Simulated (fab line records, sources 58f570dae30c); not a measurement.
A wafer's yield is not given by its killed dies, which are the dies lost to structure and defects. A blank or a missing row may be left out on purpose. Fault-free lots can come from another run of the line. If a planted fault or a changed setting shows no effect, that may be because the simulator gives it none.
fab line records ; flow berkeley-cmos170
[record] lots = 14; wafers = 42; last-day = 12
route steps=331 shown NWELL@28 PWELL@50 SACOX@99 PLDD@156
lots that met no fault: from a run of the same line without faults
start-h: start of the lot's first displayed wafer, in hours after the record's first day ; wait-h: time in hours since the lot's previous step ; " identical to the entry in the row above ; L1.1+2: a single row standing in for several wafers ; - no value, or no start given ; * or withheld: withheld ; < > ~ a bound
route shown NAME@n: names a module that has steps shown in the file, with the first one's number in the route ; usual: average and standard deviation across the fault-free wafers ; same: alike in all rows ; chamber/n: place in a boat ; sites: the reading at each site ; _std_site: the values' standard deviation ; _edge_site: inner sites' mean taken away from outer sites' mean ; radius-mm: for every site, how far away it sits from the centre of the wafer ; mask NAME#n: copy n ; behind: tool/chamber where the wafer was last shaped ; hold: reason for holding the lot/hours on hold/outcome of the hold ; device: whichever transistor did not switch (one of n, p or np) ; end of line: the route-end tests of the same wafers ; a step without rows: its recipe alone ; killed: the dies lost at the first sort to structure and to defects; this is not the yield of the wafer ; map: shows each die of a wafer: x if killed, . if not, _ if none is there
set.NAME: the run value of the setting; set.NAME@STEP: its run value at that earlier step ; model.NAME: the simulator's own value behind a step, which no gauge read
route steps across a sampled set of lots; one table per step, one row per wafer
services: from which hour (start-h, from the record's first day; less than 0 if before it) a tool's chamber was out of use, for how many hours, and why
[[steps]]
[step UCB170_NWELL_IMPLANT_14]
[recipe] species = P; dose-cm2 = 1e+13; energy-kev = 150; tilt-deg = 7
[usual] beam-energy-keV = 150.00/0.045; dose-ions-cm2 = 1.0001e+13/9.9e+09; faraday-current-uA = 31.7/0.67
lot.wafer;tool;chamber;start-h;wait-h;beam-energy-keV;dose-ions-cm2;faraday-current-uA
L351.2;implanter-02;0;30.89;0.1;149.93;1.0019e+13;32.0
L351.4;implanter-02;0;30.89;0.1;149.96;9.989e+12;33.1
L351.5;implanter-02;0;30.89;0.1;149.88;1.0001e+13;31.6
L352.1;implanter-01;0;42.93;0.1;149.92;1.0016e+13;32.7
L352.2;implanter-01;0;42.93;0.1;149.95;1e+13;31.8
L352.6;implanter-01;0;42.93;0.1;150.00;1.0013e+13;33.0
L353.1;implanter-02;0;49.08;0.1;149.95;9.997e+12;31.9
L353.3;implanter-02;0;49.08;0.1;149.95;1.0001e+13;32.1
L353.4;implanter-02;0;49.08;0.1;150.03;9.998e+12;30.9
L354.1;implanter-01;0;53.69;0.1;150.00;9.993e+12;32.4
L354.2;implanter-01;0;53.69;0.1;149.91;9.986e+12;33.3
L354.3;implanter-01;0;53.69;0.1;150.01;9.998e+12;31.9
L355.1;implanter-01;0;61.44;0.1;150.09;9.991e+12;31.4
L355.4;implanter-01;0;61.44;0.1;150.11;9.996e+12;32.5
L355.5;implanter-01;0;61.44;0.1;150.05;1.0006e+13;31.7
L356.1;implanter-03;0;62.17;0.1;150.00;1.0004e+13;31.7
L356.3;implanter-03;0;62.17;0.1;149.98;1.0009e+13;30.9
L356.5;implanter-03;0;62.17;0.1;149.97;1.0005e+13;32.4
L358.1;implanter-01;0;70.46;0.1;149.91;1.0002e+13;33.2
L358.2;implanter-01;0;70.46;0.1;149.96;1.0001e+13;31.5
L358.3;implanter-01;0;70.46;0.1;150.04;1.0008e+13;30.5
L359.2;implanter-02;0;78.85;0.1;150.01;1.0009e+13;33.0
L359.4;implanter-02;0;78.85;0.1;150.00;9.992e+12;31.3
L359.6;implanter-02;0;78.85;0.1;150.03;1.0022e+13;31.6
L363.1;implanter-03;0;101.22;0.1;150.06;7.234e+12;22.5
L363.4;implanter-03;0;101.22;0.1;149.99;7.224e+12;22.7
L363.6;implanter-03;0;101.22;0.1;150.04;7.223e+12;23.7
L364.1;implanter-03;0;106.18;0.1;150.06;7.229e+12;22.5
L364.2;implanter-03;0;106.18;0.1;150.06;7.233e+12;22.8
L364.6;implanter-03;0;106.18;0.1;149.98;7.216e+12;23.1
L367.3;implanter-02;0;115.34;0.1;150.00;9.989e+12;31.4
L367.5;implanter-02;0;115.34;0.1;150.03;9.994e+12;31.5
L367.6;implanter-02;0;115.34;0.1;150.02;1e+13;31.8
L369.1;implanter-02;0;123.51;0.1;149.95;9.998e+12;31.0
L369.4;implanter-02;0;123.51;0.1;149.96;9.996e+12;31.2
L369.5;implanter-02;0;123.51;0.1;150.03;9.994e+12;31.7
L371.1;implanter-01;0;138.46;0.1;149.97;1.0005e+13;31.1
L371.3;implanter-01;0;138.46;0.1;150.01;1.0007e+13;31.5
L371.6;implanter-01;0;138.46;0.1;150.03;1.0003e+13;31.1
L372.3;implanter-01;0;144.22;0.1;149.99;9.993e+12;31.6
L372.4;implanter-01;0;144.22;0.1;150.04;9.993e+12;31.2
L372.6;implanter-01;0;144.22;0.1;149.97;9.981e+12;32.8
[step UCB170_NWELL_TW_MEAS_16]
[usual] NWELL_TW = 1248/12
lot.wafer;tool;chamber;start-h;wait-h;NWELL_TW
L351.2;film-metro-03;-;31.13;0.1;1263
L351.4;film-metro-03;-;31.13;0.1;1263
L351.5;film-metro-03;-;31.13;0.1;1262
L352.1;film-metro-01;-;43.18;0.1;1233
L352.2;film-metro-01;-;43.18;0.1;1246
L352.6;film-metro-01;-;43.18;0.1;1246
L353.1;film-metro-01;-;49.33;0.1;1244
L353.3;film-metro-01;-;49.33;0.1;1238
L353.4;film-metro-01;-;49.33;0.1;1241
L354.1;film-metro-02;-;53.94;0.1;1234
L354.2;film-metro-02;-;53.94;0.1;1238
L354.3;film-metro-02;-;53.94;0.1;1235
L355.1;film-metro-01;-;61.69;0.1;1238
L355.4;film-metro-01;-;61.69;0.1;1247
L355.5;film-metro-01;-;61.69;0.1;1246
L356.1;film-metro-01;-;62.42;0.1;1246
L356.3;film-metro-01;-;62.42;0.1;1235
L356.5;film-metro-01;-;62.42;0.1;1242
L358.1;film-metro-03;-;70.71;0.1;1248
L358.2;film-metro-03;-;70.71;0.1;1260
L358.3;film-metro-03;-;70.71;0.1;1254
L359.2;film-metro-01;-;79.09;0.1;1231
L359.4;film-metro-01;-;79.09;0.1;1244
L359.6;film-metro-01;-;79.09;0.1;1243
L363.1;film-metro-03;-;101.47;0.1;1138
L363.4;film-metro-03;-;101.47;0.1;1142
L363.6;film-metro-03;-;101.47;0.1;1133
L364.1;film-metro-03;-;106.43;0.1;1140
L364.2;film-metro-03;-;106.43;0.1;1136
L364.6;film-metro-03;-;106.43;0.1;1131
L367.3;film-metro-01;-;115.56;0.1;1244
L367.5;film-metro-01;-;115.56;0.1;1245
L367.6;film-metro-01;-;115.56;0.1;1240
L369.1;film-metro-01;-;123.76;0.1;1243
L369.4;film-metro-01;-;123.76;0.1;1251
L369.5;film-metro-01;-;123.76;0.1;1236
L371.1;film-metro-03;-;138.71;0.1;1257
L371.3;film-metro-03;-;138.71;0.1;1258
L371.6;film-metro-03;-;138.71;0.1;1268
L372.3;film-metro-03;-;144.44;0.1;1265
L372.4;film-metro-03;-;144.44;0.1;1271
L372.6;film-metro-03;-;144.44;0.1;1266
[step UCB170_PWELL_STRIP_16]
[recipe] chemistry = O2; power-w = 400; pressure-mtorr = 3500; platen-temp-c = withheld; o2-flow-sccm = 400; overash-fraction = 0.5
[usual] drypump-motor-current-A = 6.0/0.51; oes-product-au = 0.720/0.0044; strip-time-to-endpoint-s = 18.07/0.11
lot.wafer;tool;chamber;start-h;wait-h;drypump-motor-current-A;oes-product-au;rf-hours-counter-h;strip-time-to-endpoint-s
L351.2;plasma-asher-01;1;51.65;0.1;6.2;0.718;34;18.17
L351.4;plasma-asher-01;1;51.65;0.1;6.2;0.715;-;18.00
L351.5;plasma-asher-01;0;51.65;0.1;6.0;0.726;-;17.89
L352.1;plasma-asher-04;1;62.62;0.1;4.8;0.713;21;17.97
L352.2;plasma-asher-04;0;62.62;0.1;6.3;0.721;21;18.24
L352.6;plasma-asher-04;1;62.62;0.1;4.8;0.717;-;18.06
L353.1;plasma-asher-04;1;70.19;0.1;4.8;0.720;22;18.16
L353.3;plasma-asher-04;1;70.19;0.1;4.8;0.715;-;18.06
L353.4;plasma-asher-04;0;70.19;0.1;6.3;0.717;-;18.02
L354.1;plasma-asher-02;0;70.37;0.1;6.3;0.725;36;18.04
L354.2;plasma-asher-02;1;70.37;0.1;6.2;0.721;36;18.18
L354.3;plasma-asher-02;0;70.37;0.1;6.3;0.721;-;17.95
L355.1;plasma-asher-01;0;79.79;0.1;6.1;0.718;37;17.89
L355.4;plasma-asher-01;1;79.79;0.1;6.3;0.718;-;18.15
L355.5;plasma-asher-01;1;79.79;0.1;6.2;0.712;-;18.25
L356.1;plasma-asher-02;1;80.03;0.1;6.3;0.723;37;18.08
L356.3;plasma-asher-02;0;80.03;0.1;6.3;0.720;-;18.04
L356.5;plasma-asher-02;1;80.03;0.1;6.3;0.724;-;18.06
L358.1;plasma-asher-01;0;96.19;0.1;6.1;0.725;39;18.10
L358.2;plasma-asher-01;1;96.19;0.1;6.3;0.716;39;17.91
L358.3;plasma-asher-01;1;96.19;0.1;6.3;0.723;-;18.07
L359.2;plasma-asher-01;1;104.14;0.2;6.2;0.719;39;18.02
L359.4;plasma-asher-01;1;104.14;0.2;6.3;0.717;-;18.08
L359.6;plasma-asher-01;0;104.14;0.2;6.1;0.733;-;18.04
L363.1;plasma-asher-02;0;119.65;0.1;6.3;0.718;0;18.19
L363.4;plasma-asher-02;1;119.65;0.1;6.2;0.715;-;18.28
L363.6;plasma-asher-02;1;119.65;0.1;6.2;0.716;-;18.23
L364.1;plasma-asher-02;0;127.34;0.1;6.3;0.723;1;18.17
L364.2;plasma-asher-02;1;127.34;0.1;6.3;0.719;1;17.90
L364.6;plasma-asher-02;0;127.34;0.1;6.3;0.718;-;18.24
L367.3;plasma-asher-01;0;135.71;0.1;6.1;0.714;-;18.12
L367.5;plasma-asher-01;1;135.71;0.1;6.3;0.716;-;17.98
L367.6;plasma-asher-01;0;135.71;0.1;6.1;0.717;-;18.12
L369.1;plasma-asher-04;1;145.68;0.1;4.8;0.712;30;18.12
L369.4;plasma-asher-04;1;145.68;0.1;4.8;0.725;-;18.16
L369.5;plasma-asher-04;1;145.68;0.1;4.8;0.724;-;18.10
L372.3;plasma-asher-01;1;161.57;0.1;6.3;0.717;-;17.89
L372.4;plasma-asher-01;0;161.57;0.1;6.1;0.721;-;18.19
L372.6;plasma-asher-01;0;161.57;0.1;6.0;0.718;-;17.94
L371.1;plasma-asher-04;0;161.81;0.1;6.3;0.720;31;18.17
L371.3;plasma-asher-04;0;161.81;0.1;6.3;0.715;-;17.98
L371.6;plasma-asher-04;1;161.81;0.1;4.8;0.722;-;18.10
[step UCB170_SACOX_THK_MEAS_02]
[recipe] reads = SiO2_of_SACOX_OXIDATION_01
[usual] SACOX_OXIDE_THK = 14.38/0.22
lot.wafer;tool;chamber;start-h;wait-h;SACOX_OXIDE_THK[nm]
L351.2;film-metro-04;-;107.12;0.1;14.28
L351.4;film-metro-04;-;107.12;0.1;14.39
L351.5;film-metro-04;-;107.12;0.1;14.42
L352.1;film-metro-01;-;124.75;0.0;14.43
L352.2;film-metro-01;-;124.75;0.0;14.10
L352.6;film-metro-01;-;124.75;0.0;14.27
L353.1;film-metro-01;-;132.60;0.0;14.64
L353.3;film-metro-01;-;132.60;0.0;14.59
L353.4;film-metro-01;-;132.60;0.0;14.78
L354.1;film-metro-02;-;132.60;0.0;14.88
L354.2;film-metro-02;-;132.60;0.0;14.85
L354.3;film-metro-02;-;132.60;0.0;14.94
L355.1;film-metro-01;-;136.77;0.0;14.70
L355.4;film-metro-01;-;136.77;0.0;14.57
L355.5;film-metro-01;-;136.77;0.0;14.48
L356.1;film-metro-04;-;136.77;0.0;14.42
L356.3;film-metro-04;-;136.77;0.0;14.48
L356.5;film-metro-04;-;136.77;0.0;14.35
L358.1;film-metro-01;-;157.66;0.0;14.17
L358.2;film-metro-01;-;157.66;0.0;14.09
L358.3;film-metro-01;-;157.66;0.0;14.29
L359.2;film-metro-04;-;163.17;0.0;14.58
L359.4;film-metro-04;-;163.17;0.0;14.55
L359.6;film-metro-04;-;163.17;0.0;14.48
L363.1;film-metro-02;-;178.05;0.0;14.51
L363.4;film-metro-02;-;178.05;0.0;14.47
L363.6;film-metro-02;-;178.05;0.0;14.55
L367.3;film-metro-01;-;191.57;0.0;14.36
L367.5;film-metro-01;-;191.57;0.0;14.35
L367.6;film-metro-01;-;191.57;0.0;14.38
L364.1;film-metro-04;-;191.61;0.1;14.27
L364.2;film-metro-04;-;191.61;0.1;14.05
L364.6;film-metro-04;-;191.61;0.1;14.15
L369.1;film-metro-01;-;206.50;0.0;14.23
L369.4;film-metro-01;-;206.50;0.0;14.40
L369.5;film-metro-01;-;206.50;0.0;14.10
L371.1;film-metro-02;-;220.41;0.1;14.21
L371.3;film-metro-02;-;220.41;0.1;14.45
L371.6;film-metro-02;-;220.41;0.1;14.46
L372.3;film-metro-01;-;220.43;0.1;14.10
L372.4;film-metro-01;-;220.43;0.1;14.36
L372.6;film-metro-01;-;220.43;0.1;14.42
[step UCB170_PLDD_TW_MEAS_11]
[usual] PLDD_TW = 1014/10
lot.wafer;tool;chamber;start-h;wait-h;PLDD_TW
L351.2;film-metro-02;-;137.59;0.1;994
L351.4;film-metro-02;-;137.59;0.1;1002
L351.5;film-metro-02;-;137.59;0.1;998
L352.1;film-metro-04;-;161.08;0.1;1012
L352.2;film-metro-04;-;161.08;0.1;1012
L352.6;film-metro-04;-;161.08;0.1;1012
L353.1;film-metro-03;-;166.17;0.1;1026
L353.3;film-metro-03;-;166.17;0.1;1029
L353.4;film-metro-03;-;166.17;0.1;1022
L356.1;film-metro-04;-;166.28;0.1;1010
L356.3;film-metro-04;-;166.28;0.1;1022
L356.5;film-metro-04;-;166.28;0.1;1013
L354.1;film-metro-04;-;166.36;0.1;1016
L354.2;film-metro-04;-;166.36;0.1;1007
L354.3;film-metro-04;-;166.36;0.1;1012
L355.1;film-metro-03;-;166.60;0.1;1025
L355.4;film-metro-03;-;166.60;0.1;1021
L355.5;film-metro-03;-;166.60;0.1;1027
L358.1;film-metro-04;-;189.08;0.1;1015
L358.2;film-metro-04;-;189.08;0.1;1015
L358.3;film-metro-04;-;189.08;0.1;1009
L359.2;film-metro-03;-;195.88;0.1;1024
L359.4;film-metro-03;-;195.88;0.1;1026
L359.6;film-metro-03;-;195.88;0.1;1023
L363.1;film-metro-04;-;215.39;0.1;1017
L363.4;film-metro-04;-;215.39;0.1;1019
L363.6;film-metro-04;-;215.39;0.1;1020
L367.3;film-metro-03;-;222.23;0.1;1021
L367.5;film-metro-03;-;222.23;0.1;1020
L367.6;film-metro-03;-;222.23;0.1;1021
L364.1;film-metro-03;-;223.39;0.1;1024
L364.2;film-metro-03;-;223.39;0.1;1021
L364.6;film-metro-03;-;223.39;0.1;1025
L369.1;film-metro-04;-;239.79;0.1;1006
L369.4;film-metro-04;-;239.79;0.1;1010
L369.5;film-metro-04;-;239.79;0.1;1010
L372.3;film-metro-02;-;250.33;0.1;999
L372.4;film-metro-02;-;250.33;0.1;1000
L372.6;film-metro-02;-;250.33;0.1;1000
L371.1;film-metro-03;-;250.86;0.1;1019
L371.3;film-metro-03;-;250.86;0.1;1023
L371.6;film-metro-03;-;250.86;0.1;1027
[[services]]
tool;chamber;start-h;hours;kind
implanter-03;-;14.71;3.8;repair
implanter-02;-;50.69;3.0;repair
implanter-02;-;53.71;11.9;pm
plasma-asher-02;-;56.31;1.3;repair
implanter-02;-;71.55;4.2;repair
implanter-02;-;102.04;8.6;repair
plasma-asher-02;-;108.75;9.0;pm
plasma-asher-02;0;108.75;9.0;vent-cycle
plasma-asher-02;1;108.75;9.0;vent-cycle
implanter-01;-;115.61;3.5;repair
plasma-asher-02;0;117.75;-;clean
plasma-asher-02;1;117.75;-;clean
implanter-01;-;123.05;0.6;repair
[[key]]
[first-sign] step = UCB170_NWELL_IMPLANT_14; reading = dose-ions-cm2; direction = down; sigmas = 99+; usual = 1.0001e+13; struck = 7.226e+12
[effect] step = UCB170_NWELL_IMPLANT_14; reading = faraday-current-uA; direction = down; sigmas = 13; usual = 31.7; struck = 22.9
[effect] step = UCB170_NWELL_TW_MEAS_16; reading = NWELL_TW; direction = down; sigmas = 9.1; usual = 1248; struck = 1137
met-at UCB170_NWELL_IMPLANT_14
struck-lots L363,L364
tester-left-out L363,L364
not-acting-at UCB170_PWELL_STRIP_16,UCB170_SACOX_THK_MEAS_02,UCB170_PLDD_TW_MEAS_11
onset-between 62.17 101.22
[fault] kind = process-parameter-drift; tool = implanter-03; chamber = -; onset-h = 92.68; steps = UCB170_NWELL_IMPLANT_14; channel = dose-cm2; offset = -2.7764e+12; shape = step; end-h = 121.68; acts-in = these-recipes-only; stated = 1e+13
// tester-left-out: of these lots the tester's yield and bins aren't shown, on N5 and GAA mostly nor the transistor test; their killed dies are dies lost to structure and defects alone, not to doping, threshold or leakage, so they don't give the yield
